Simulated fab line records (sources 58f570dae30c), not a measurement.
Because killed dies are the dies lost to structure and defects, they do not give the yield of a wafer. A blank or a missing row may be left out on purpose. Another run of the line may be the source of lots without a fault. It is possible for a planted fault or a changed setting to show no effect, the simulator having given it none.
fab line records | flow berkeley-cmos170
record: lots: 13 wafers: 39 last-day: 12
route steps=331 shown START@1 NWELL@23 PLDD@152 M1@251
lots untouched by any fault: they come from a run of this same line in which no faults occurred
start-h: start of the lot's first displayed wafer, in hours after the record's first day | wait-h: hours since the lot's step before | " same as the row above | L1.1+2: a single row standing in for several wafers | - no value, or no start was given | * or withheld: withheld | < > ~ a bound
route shown NAME@n: NAME is a module with steps in the file, n the number in the route of the first one | usual: the fault-free wafers' mean and standard deviation | same: alike in all rows | chamber/n: place in a boat | sites: readings site by site | _std_site: the values' standard deviation | _edge_site: mean of outer sites minus mean of inner sites | radius-mm: for every site, how far away it sits from the centre of the wafer | mask NAME#n: copy n | behind: the tool/chamber that last shaped the wafer | hold: cause of the lot's hold/its duration in hours/its outcome | device: the transistor (n, p or np) that didn't switch | end of line: tests of these same wafers at the route's end | a step given without rows: its recipe and nothing more | killed: dies lost to structure and defects at the first sort, not the wafer's yield | map: shows each die of a wafer: x if killed, . if not, _ if none is there
set.NAME: setting as actually run; set.NAME@STEP: the setting as run at that earlier step | model.NAME: the simulator's own value behind a step, which no gauge read
a sample of lots followed through the steps of the route, with each step as a table and each wafer as a row
services: a tool's chamber out of use, with start hour (start-h, from the record's first day; less than 0 if before it), hours out, and reason
== steps ==
step: UCB170_START_BOW_MEAS_00
recipe: mode: bow
usual: INCOMING_BOW: 0/6.7
columns lot.wafer tool chamber start-h wait-h INCOMING_BOW[um]
L565.1 film-metro-04 - 25.00 - 1
L565.2 " - " " 3
L565.5 " - " " 0
L567.2 film-metro-04 - 35.02 - 1
L567.3 " - " " -1
L567.5 " - " " -10
L568.1 film-metro-03 - 40.00 - 7
L568.5 " - " " 3
L568.6 " - " " 3
L569.2 film-metro-01 - 45.02 - 5
L569.3 " - " " 4
L569.4 " - " " -6
L570.2 film-metro-03 - 50.02 - 2
L570.4 " - " " 7
L570.5 " - " " 2
L571.2 film-metro-01 - 55.02 - -11
L571.4 " - " " -3
L571.5 " - " " 6
L572.2 film-metro-03 - 60.02 - 1
L572.3 " - " " 19
L572.4 " - " " -4
L573.3 film-metro-04 - 65.04 - 2
L573.4 " - " " -7
L573.6 " - " " 12
L574.2 film-metro-03 - 70.02 - 7
L574.5 " - " " 2
L574.6 " - " " 12
L575.2 film-metro-04 - 75.02 - 1
L575.5 " - " " 6
L575.6 " - " " 4
L576.1 film-metro-04 - 80.02 - -2
L576.3 " - " " -4
L576.6 " - " " -1
L583.1 film-metro-03 - 115.00 - 3
L583.3 " - " " -10
L583.4 " - " " 12
L585.2 film-metro-01 - 125.02 - -6
L585.3 " - " " -3
L585.6 " - " " -10
step: UCB170_NWELL_EXPOSE_09
recipe: mask-id: NWELL target-cd-nm: 3000 na: 0.5 sigma-outer: 0.6 source-shape: conventional dose-mj: 25
usual: exposure-dose-mJ-cm2: 24.999/0.024
columns lot.wafer tool chamber start-h wait-h mask exposure-dose-mJ-cm2
L565.1 krf-scanner-01 0 45.04 0.1 NWELL#0 24.994
L565.2 " 0 " " NWELL#0 24.998
L565.5 " 0 " " NWELL#0 24.999
L567.2 krf-scanner-01 0 53.55 0.4 NWELL#0 24.989
L567.3 " 0 " " NWELL#0 24.970
L567.5 " 0 " " NWELL#0 24.959
L568.1 krf-scanner-02 0 60.78 0.2 NWELL#0 25.026
L568.5 " 0 " " NWELL#0 24.987
L568.6 " 0 " " NWELL#0 25.013
L569.2 krf-scanner-02 0 64.28 0.1 NWELL#0 24.954
L569.3 " 0 " " NWELL#0 25.000
L569.4 " 0 " " NWELL#0 25.028
L570.2 krf-scanner-02 0 71.60 0.2 NWELL#0 24.973
L570.4 " 0 " " NWELL#0 24.962
L570.5 " 0 " " NWELL#0 24.935
L572.2 krf-scanner-02 0 82.84 0.3 NWELL#0 25.003
L572.3 " 0 " " NWELL#0 25.024
L572.4 " 0 " " NWELL#0 24.981
L571.2 krf-scanner-01 0 83.08 0.5 NWELL#0 25.030
L571.4 " 0 " " NWELL#0 25.016
L571.5 " 0 " " NWELL#0 25.015
L573.3 krf-scanner-01 0 89.36 0.1 NWELL#0 25.039
L573.4 " 0 " " NWELL#0 24.993
L573.6 " 0 " " NWELL#0 25.019
L574.2 krf-scanner-02 0 95.79 0.1 NWELL#0 25.010
L574.5 " 0 " " NWELL#0 24.998
L574.6 " 0 " " NWELL#0 25.025
L575.2 krf-scanner-02 0 95.91 0.1 PWELL#0 25.016
L575.5 " 0 " " PWELL#0 25.043
L575.6 " 0 " " PWELL#0 25.044
L576.1 krf-scanner-02 0 105.42 0.1 NWELL#0 24.999
L576.3 " 0 " " NWELL#0 24.994
L576.6 " 0 " " NWELL#0 25.003
L583.1 krf-scanner-02 0 136.08 0.1 NWELL#0 25.000
L583.3 " 0 " " NWELL#0 25.002
L583.4 " 0 " " NWELL#0 25.001
L585.2 krf-scanner-02 0 147.16 0.1 NWELL#0 24.985
L585.3 " 0 " " NWELL#0 24.990
L585.6 " 0 " " NWELL#0 25.004
step: UCB170_NWELL_OVL_MEAS_12
usual: NWELL_OVL: -3/5
columns lot.wafer tool chamber start-h wait-h NWELL_OVL[nm]
L565.1 overlay-01 - 45.54 - -9
L565.2 " - " " -3
L565.5 " - " " -2
L567.2 overlay-02 - 53.97 - -3
L567.3 " - " " -3
L567.5 " - " " 1
L568.1 overlay-02 - 61.21 - -10
L568.5 " - " " -8
L568.6 " - " " -1
L569.2 overlay-01 - 64.65 - -8
L569.3 " - " " -6
L569.4 " - " " -8
L570.2 overlay-01 - 71.98 - -17
L570.4 " - " " -9
L570.5 " - " " -9
L572.2 overlay-02 - 83.64 - -4
L572.3 " - " " -1
L572.4 " - " " -1
L571.2 overlay-02 - 83.67 - 5
L571.4 " - " " 1
L571.5 " - " " 1
L573.3 overlay-02 - 89.72 - 4
L573.4 " - " " -5
L573.6 " - " " 1
L574.2 overlay-02 - 96.50 - 4
L574.5 " - " " 1
L574.6 " - " " 4
L575.2 overlay-01 - 96.63 - -
L575.5 " - " " -
L575.6 " - " " -
L576.1 overlay-02 - 105.81 - -13
L576.3 " - " " -10
L576.6 " - " " -8
L583.1 overlay-02 - 136.48 - -7
L583.3 " - " " -8
L583.4 " - " " -7
L585.2 overlay-01 - 147.54 - -1
L585.3 " - " " -3
L585.6 " - " " 6
step: UCB170_NWELL_TW_MEAS_16
usual: NWELL_TW: 1241/7.7
columns lot.wafer tool chamber start-h wait-h NWELL_TW
L565.1 film-metro-02 - 45.93 0.1 1238
L565.2 " - " " 1241
L565.5 " - " " 1241
L567.2 film-metro-03 - 54.36 0.1 1235
L567.3 " - " " 1237
L567.5 " - " " 1237
L568.1 film-metro-03 - 61.60 0.1 1238
L568.5 " - " " 1230
L568.6 " - " " 1233
L569.2 film-metro-01 - 65.05 0.1 1240
L569.3 " - " " 1242
L569.4 " - " " 1244
L570.2 film-metro-02 - 72.37 0.1 1240
L570.4 " - " " 1239
L570.5 " - " " 1236
L572.2 film-metro-02 - 84.03 0.1 1238
L572.3 " - " " 1239
L572.4 " - " " 1252
L571.2 film-metro-03 - 84.06 0.1 1228
L571.4 " - " " 1234
L571.5 " - " " 1230
L573.3 film-metro-03 - 90.12 0.1 1233
L573.4 " - " " 1238
L573.6 " - " " 1233
L574.2 film-metro-02 - 96.89 0.1 1246
L574.5 " - " " 1244
L574.6 " - " " 1248
L575.2 film-metro-01 - 97.02 0.1 30
L575.5 " - " " 30
L575.6 " - " " 30
L576.1 film-metro-02 - 106.20 0.1 1252
L576.3 " - " " 1249
L576.6 " - " " 1250
L583.1 film-metro-03 - 136.86 0.1 1232
L583.3 " - " " 1238
L583.4 " - " " 1238
L585.2 film-metro-02 - 147.93 0.1 1238
L585.3 " - " " 1244
L585.6 " - " " 1243
step: UCB170_PLDD_OVL_MEAS_07
usual: PLDD_OVL: -2/5.6
columns lot.wafer tool chamber start-h wait-h PLDD_OVL[nm]
L565.1 overlay-01 - 137.49 0.1 2
L565.2 " - " " -7
L565.5 " - " " -8
L567.2 overlay-01 - 149.00 0.1 5
L567.3 " - " " 1
L567.5 " - " " 2
L568.1 overlay-02 - 153.25 0.1 -11
L568.5 " - " " -6
L568.6 " - " " -8
L569.2 overlay-01 - 153.53 0.1 -15
L569.3 " - " " -4
L569.4 " - " " -12
L570.2 overlay-01 - 170.46 0.1 0
L570.4 " - " " 3
L570.5 " - " " 4
L571.2 overlay-02 - 179.92 0.1 9
L571.4 " - " " 7
L571.5 " - " " 5
L573.3 overlay-01 - 180.10 0.1 -5
L573.4 " - " " 7
L573.6 " - " " 5
L572.2 overlay-02 - 180.69 0.1 2
L572.3 " - " " -5
L572.4 " - " " 1
L574.2 overlay-01 - 189.87 0.1 -2
L574.5 " - " " -1
L574.6 " - " " -11
L576.1 overlay-02 - 197.50 0.1 2
L576.3 " - " " -3
L576.6 " - " " 7
L583.1 overlay-02 - 232.81 0.1 -3
L583.3 " - " " 1
L583.4 " - " " 1
L585.2 overlay-01 - 241.25 0.1 10
L585.3 " - " " -5
L585.6 " - " " 0
step: UCB170_M1_STRIP_13
recipe: chemistry: O2 power-w: 400 pressure-mtorr: 3500 platen-temp-c: withheld o2-flow-sccm: 400 overash-fraction: 0.5
usual: chamber-pressure-mTorr: 3500/3.3 drypump-motor-current-A: 5.7/0.34 oes-product-au: 0.720/0.0043
columns lot.wafer tool chamber start-h wait-h chamber-pressure-mTorr drypump-motor-current-A oes-product-au rf-hours-counter-h
L565.1 plasma-asher-03 0 160.31 0.1 3495 5.2 0.721 45
L565.2 " 1 " " 3499 5.5 0.717 45
L565.5 " 1 " " 3503 5.5 0.719 -
L567.2 plasma-asher-02 0 169.60 0.2 3504 6.2 0.718 38
L567.3 " 1 " " 3498 5.6 0.722 -
L567.5 " 1 " " 3497 5.6 0.718 -
L568.1 plasma-asher-03 0 179.65 0.1 3508 5.2 0.718 46
L568.5 " 1 " " 3504 5.5 0.712 -
L568.6 " 0 " " 3502 5.2 0.721 -
L569.2 plasma-asher-02 1 179.81 0.2 3495 5.6 0.721 39
L569.3 " 1 " " 3500 5.6 0.722 -
L569.4 " 0 " " 3507 6.2 0.718 -
L570.2 plasma-asher-03 1 196.66 0.1 3499 5.5 0.720 48
L570.4 " 0 " " 3500 5.2 0.715 -
L570.5 " 0 " " 3502 5.2 0.714 -
L571.2 plasma-asher-04 1 206.42 0.1 3504 6.1 0.722 9
L571.4 " 1 " " 3499 6.1 0.721 -
L571.5 " 1 " " 3499 6.1 0.720 -
L572.2 plasma-asher-02 1 206.57 0.1 3498 5.6 0.718 42
L572.3 " 0 " " 3494 6.2 0.725 -
L572.4 " 1 " " 3495 5.6 0.723 -
L573.3 plasma-asher-04 0 207.00 0.1 3502 5.8 0.723 -
L573.4 " 1 " " 3499 6.1 0.724 -
L573.6 " 1 " " 3502 6.1 0.727 -
L574.2 plasma-asher-03 1 212.46 0.1 3502 5.5 0.723 50
L574.5 " 1 " " 3503 5.5 0.712 -
L574.6 " 0 " " 3501 5.2 0.713 -
L576.1 plasma-asher-04 1 217.66 0.1 3496 6.1 0.721 10
L576.3 " 1 " " 3501 6.1 0.719 -
L576.6 " 0 " " 3503 5.8 0.722 -
L583.1 plasma-asher-02 0 252.49 0.1 3496 6.2 0.719 48
L583.3 " 0 " " 3506 6.2 0.722 -
L583.4 " 1 " " 3498 5.6 0.717 -
L585.2 plasma-asher-04 0 261.11 0.1 3500 5.7 0.724 15
L585.3 " 0 " " 3500 5.7 0.716 -
L585.6 " 1 " " 3495 6.1 0.720 -
== services ==
columns tool chamber start-h hours kind
plasma-asher-04 - 37.40 0.4 repair
krf-scanner-02 - 55.05 3.3 repair
krf-scanner-02 0 58.64 - calibration
krf-scanner-01 - 65.43 1.3 pm
krf-scanner-02 - 69.21 0.8 pm
krf-scanner-01 - 80.10 0.8 pm
krf-scanner-02 - 83.58 1.3 pm
krf-scanner-01 - 90.05 119.8 repair
plasma-asher-04 - 108.75 9.0 pm
plasma-asher-04 - 129.53 5.8 repair
plasma-asher-02 - 130.07 8.0 repair
krf-scanner-01 - 138.97 2.2 repair
krf-scanner-02 - 153.59 1.0 pm
krf-scanner-01 - 209.86 1.0 pm
krf-scanner-02 - 210.96 4.4 pm
plasma-asher-04 - 222.89 1.3 repair
krf-scanner-02 0 228.78 - calibration
krf-scanner-02 - 237.97 0.8 pm
krf-scanner-01 - 239.04 8.7 repair
krf-scanner-01 - 247.75 3.6 pm
krf-scanner-01 - 251.31 1.3 pm
krf-scanner-01 - 252.61 0.8 pm
krf-scanner-01 - 256.69 0.5 repair
krf-scanner-02 - 259.51 1.3 pm
== key ==
first-sign: step: UCB170_NWELL_EXPOSE_09 reading: mask direction: changed
effect: step: UCB170_NWELL_OVL_MEAS_12 reading: NWELL_OVL direction: missing
effect: step: UCB170_NWELL_TW_MEAS_16 reading: NWELL_TW direction: down sigmas: 99+ usual: 1241 struck: 30
met-at UCB170_NWELL_EXPOSE_09
struck-lots L575
later-rows-left-out L575.2,L575.5,L575.6
sort-left-out L575.2,L575.5,L575.6
tester-left-out L575
not-acting-at UCB170_START_BOW_MEAS_00,UCB170_PLDD_OVL_MEAS_07,UCB170_M1_STRIP_13
onset-between 95.79 95.91
fault: kind: wrong-mask tool: any chamber: - onset-h: 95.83 steps: UCB170_NWELL_EXPOSE_09 aux-copy: PWELL#0 scope: struck-lots-only
tester-left-out: of these lots the tester's yield and bins aren't shown, on N5 and GAA mostly nor the transistor test; their killed dies are dies lost to structure and defects alone, not to doping, threshold or leakage, so they don't give the yield
sort-left-out: the simulated sort isn't trusted on such a fault, so these wafers' sort isn't shown, and their yield isn't known
later-rows-left-out: the simulator's readings of these wafers behind a module that went badly wrong aren't trusted and aren't shown, but for the sort
